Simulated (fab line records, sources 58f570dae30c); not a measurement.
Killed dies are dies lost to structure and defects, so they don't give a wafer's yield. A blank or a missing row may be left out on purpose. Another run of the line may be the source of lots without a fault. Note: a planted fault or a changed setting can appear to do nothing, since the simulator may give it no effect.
Which tool did it? :: flow berkeley cmos170 :: 14 lots, 42 wafers sampled, at 3 steps of a route of 331

## WHAT THE GAUGES READ, wafer by wafer
UCB170_WELLDRIVE_THK_MEAS_02.
lot: L158
measured: day 3 17:15
on: film metro-02
WELLDRIVE_OXIDE_THK (nm): 197 198 200

lot: L160
measured: day 4 16:34
on: film metro-02
WELLDRIVE_OXIDE_THK (nm): 200 199 201

lot: L161
measured: day 4 16:35
on: film metro-01
WELLDRIVE_OXIDE_THK (nm): 200 198 200

lot: L162
measured: day 4 21:14
on: film metro-02
WELLDRIVE_OXIDE_THK (nm): 197 197 194

lot: L163
measured: day 5 03:20
on: film metro-03
WELLDRIVE_OXIDE_THK (nm): 199 200 197

lot: L166
measured: day 5 10:11
on: film metro-01
WELLDRIVE_OXIDE_THK (nm): 198 196 198

lot: L167
measured: day 5 21:59
on: film metro-02
WELLDRIVE_OXIDE_THK (nm): 195 199 196

lot: L168
measured: day 5 21:59
on: film metro-01
WELLDRIVE_OXIDE_THK (nm): 194 195 194

lot: L169
measured: day 6 07:36
on: film metro-02
WELLDRIVE_OXIDE_THK (nm): 194 195 190

lot: L170
measured: day 6 07:36
on: film metro-03
WELLDRIVE_OXIDE_THK (nm): 196 197 193

lot: L178
measured: day 8 08:37
on: film metro-01
WELLDRIVE_OXIDE_THK (nm): 200 200 204

lot: L179
measured: day 8 08:42
on: film metro-03
WELLDRIVE_OXIDE_THK (nm): 198 196 198

lot: L180
measured: day 9 13:19
on: film metro-01
WELLDRIVE_OXIDE_THK (nm): 196 197 197

lot: L181
measured: day 8 19:14
on: film metro-02
WELLDRIVE_OXIDE_THK (nm): 196 196 196

## EACH LOT AND THE TOOL THAT RAN IT (in order: tool; ch and the chambers of the sampled wafers; start)
lot: L158
UCB170_ZERO_STRIP_07: plasma asher-03 ch 0,1, day 1 18:42
UCB170_PWELL_ETCH_14: rie diel-02 ch 0,1,2, day 3 08:28

lot: L160
UCB170_ZERO_STRIP_07: plasma asher-04 ch 0,1, day 2 09:57
UCB170_PWELL_ETCH_14: rie diel-04 ch 0,3, day 4 03:08

lot: L161
UCB170_ZERO_STRIP_07: plasma asher-01 ch 0,1, day 2 15:48
UCB170_PWELL_ETCH_14: rie diel-01 ch 0,2,3, day 4 03:08

lot: L162
UCB170_ZERO_STRIP_07: plasma asher-03 ch 0,1, day 2 23:04
UCB170_PWELL_ETCH_14: rie diel-01 ch 0,1,2, day 4 08:10

lot: L163
UCB170_ZERO_STRIP_07: plasma asher-04 ch 1, day 2 23:14
UCB170_PWELL_ETCH_14: rie diel-02 ch 0,1, day 4 13:41

lot: L166
UCB170_ZERO_STRIP_07: plasma asher-01 ch 0,1, day 3 14:19
UCB170_PWELL_ETCH_14: rie diel-02 ch 0,1,3, day 4 22:10

lot: L167
UCB170_ZERO_STRIP_07: plasma asher-04 ch 0,1, day 3 20:19
UCB170_PWELL_ETCH_14: rie diel-02 ch 0,1,3, day 5 09:07

lot: L168
UCB170_ZERO_STRIP_07: plasma asher-01 ch 0,1, day 4 00:45
UCB170_PWELL_ETCH_14: rie diel-04 ch 0,1,2, day 5 08:50

lot: L169
UCB170_ZERO_STRIP_07: plasma asher-01 ch 0,1, day 4 04:34
UCB170_PWELL_ETCH_14: rie diel-01 ch 0,2,3, day 5 18:34

lot: L170
UCB170_ZERO_STRIP_07: plasma asher-01 ch 0,1, day 4 04:49
UCB170_PWELL_ETCH_14: rie diel-02 ch 1,2, day 5 18:17

lot: L178
UCB170_ZERO_STRIP_07: plasma asher-04 ch 0,1, day 6 04:11
UCB170_PWELL_ETCH_14: rie diel-02 ch 0,1,2, day 7 13:53

lot: L179
UCB170_ZERO_STRIP_07: plasma asher-04 ch 0,1, day 6 04:30
UCB170_PWELL_ETCH_14: rie diel-01 ch 0,2, day 7 14:05

lot: L180
UCB170_ZERO_STRIP_07: plasma asher-03 ch 0,1, day 6 14:10
UCB170_PWELL_ETCH_14: rie diel-04 ch 0,2,3, day 8 19:13

lot: L181
UCB170_ZERO_STRIP_07: plasma asher-01 ch 0,1, day 6 14:21
UCB170_PWELL_ETCH_14: rie diel-04 ch 0,1,2, day 8 05:45
- UCB170_ZERO_STRIP_07: strips in O2.
- UCB170_PWELL_ETCH_14: etches Si3N4 in CH3F/Ar/O2, stops on SiO2, target depth 242 nm, time 151 s.

## WHAT THE TOOLS THEMSELVES READ (means of the sampled wafers that have a number; where no wafer has one, the mark that the record gives instead)
UCB170_ZERO_STRIP_07.
lot: L158
tool: plasma asher-03
drypump motor current A (A): 5.59
oes product au (a.u.): 0.727
strip time to endpoint s (s): 21.38

lot: L160
tool: plasma asher-04
drypump motor current A (A): 5.74
oes product au (a.u.): 0.724
strip time to endpoint s (s): 21.41

lot: L161
tool: plasma asher-01
drypump motor current A (A): 5.64
oes product au (a.u.): 0.730
strip time to endpoint s (s): 21.49

lot: L162
tool: plasma asher-03
drypump motor current A (A): 5.60
oes product au (a.u.): 0.732
strip time to endpoint s (s): 21.36

lot: L163
tool: plasma asher-04
drypump motor current A (A): 5.70
oes product au (a.u.): 0.728
strip time to endpoint s (s): 21.51

lot: L166
tool: plasma asher-01
drypump motor current A (A): 5.65
oes product au (a.u.): 0.729
strip time to endpoint s (s): 21.49

lot: L167
tool: plasma asher-04
drypump motor current A (A): 5.71
oes product au (a.u.): 0.730
strip time to endpoint s (s): 21.58

lot: L168
tool: plasma asher-01
drypump motor current A (A): 5.65
oes product au (a.u.): 0.728
strip time to endpoint s (s): 21.49

lot: L169
tool: plasma asher-01
drypump motor current A (A): 5.66
oes product au (a.u.): 0.722
strip time to endpoint s (s): 21.46

lot: L170
tool: plasma asher-01
drypump motor current A (A): 5.67
oes product au (a.u.): 0.727
strip time to endpoint s (s): 21.55

lot: L178
tool: plasma asher-04
drypump motor current A (A): 5.72
oes product au (a.u.): 0.726
strip time to endpoint s (s): 21.47

lot: L179
tool: plasma asher-04
drypump motor current A (A): 5.75
oes product au (a.u.): 0.727
strip time to endpoint s (s): 21.56

lot: L180
tool: plasma asher-03
drypump motor current A (A): 5.57
oes product au (a.u.): 0.730
strip time to endpoint s (s): 21.41

lot: L181
tool: plasma asher-01
drypump motor current A (A): 5.65
oes product au (a.u.): 0.729
strip time to endpoint s (s): 21.52

UCB170_PWELL_ETCH_14.
lot: L158
tool: rie diel-02
drypump motor current A (A): 5.3
oes product au (a.u.): 0.957
throttle valve pct (%): 7.88

lot: L160
tool: rie diel-04
drypump motor current A (A): 5.7
oes product au (a.u.): 0.945
throttle valve pct (%): 8.00

lot: L161
tool: rie diel-01
drypump motor current A (A): 5.7
oes product au (a.u.): 0.952
throttle valve pct (%): 8.10

lot: L162
tool: rie diel-01
drypump motor current A (A): 5.7
oes product au (a.u.): 0.950
throttle valve pct (%): 8.12

lot: L163
tool: rie diel-02
drypump motor current A (A): 5.3
oes product au (a.u.): 0.969
throttle valve pct (%): 7.86

lot: L166
tool: rie diel-02
drypump motor current A (A): 5.5
oes product au (a.u.): 0.943
throttle valve pct (%): 7.91

lot: L167
tool: rie diel-02
drypump motor current A (A): 5.6
oes product au (a.u.): 0.952
throttle valve pct (%): 7.91

lot: L168
tool: rie diel-04
drypump motor current A (A): 5.6
oes product au (a.u.): 0.946
throttle valve pct (%): 7.90

lot: L169
tool: rie diel-01
drypump motor current A (A): 5.7
oes product au (a.u.): 0.944
throttle valve pct (%): 8.10

lot: L170
tool: rie diel-02
drypump motor current A (A): 5.3
oes product au (a.u.): 0.953
throttle valve pct (%): 7.87

lot: L178
tool: rie diel-02
drypump motor current A (A): 5.3
oes product au (a.u.): 0.962
throttle valve pct (%): 7.87

lot: L179
tool: rie diel-01
drypump motor current A (A): 6.0
oes product au (a.u.): 0.941
throttle valve pct (%): 8.11

lot: L180
tool: rie diel-04
drypump motor current A (A): 5.8
oes product au (a.u.): 0.937
throttle valve pct (%): 7.91

lot: L181
tool: rie diel-04
drypump motor current A (A): 5.6
oes product au (a.u.): 0.943
throttle valve pct (%): 7.90

## THE ANSWER, worked out from the rows above alone
Rule: what is usual is taken from the lots themselves. Put in order of their means at a reading, lots are off if they are a third of the lots or fewer, leave a main group of 4 or more, and stand apart from it by a gap of 3 or more times the standard deviation of the main group's means; of several such gaps the widest counts. Not used: any main group whose means are identical at the precision the tables above print for the reading. A lot without any number at a reading at which 4 lots or more have one is off too. Where the step has rows for the other lots, those lots are counted as sound. First the gauges in route order, then the tools' own readings, where a lot's mean is used as printed above. At the first step where some lot is off, the reading lying furthest off is the one used; lots without a number count as furthest.
None of the lots is off at any reading shown; this tells nothing.

## WHAT THE SIMULATOR HAD PUT IN
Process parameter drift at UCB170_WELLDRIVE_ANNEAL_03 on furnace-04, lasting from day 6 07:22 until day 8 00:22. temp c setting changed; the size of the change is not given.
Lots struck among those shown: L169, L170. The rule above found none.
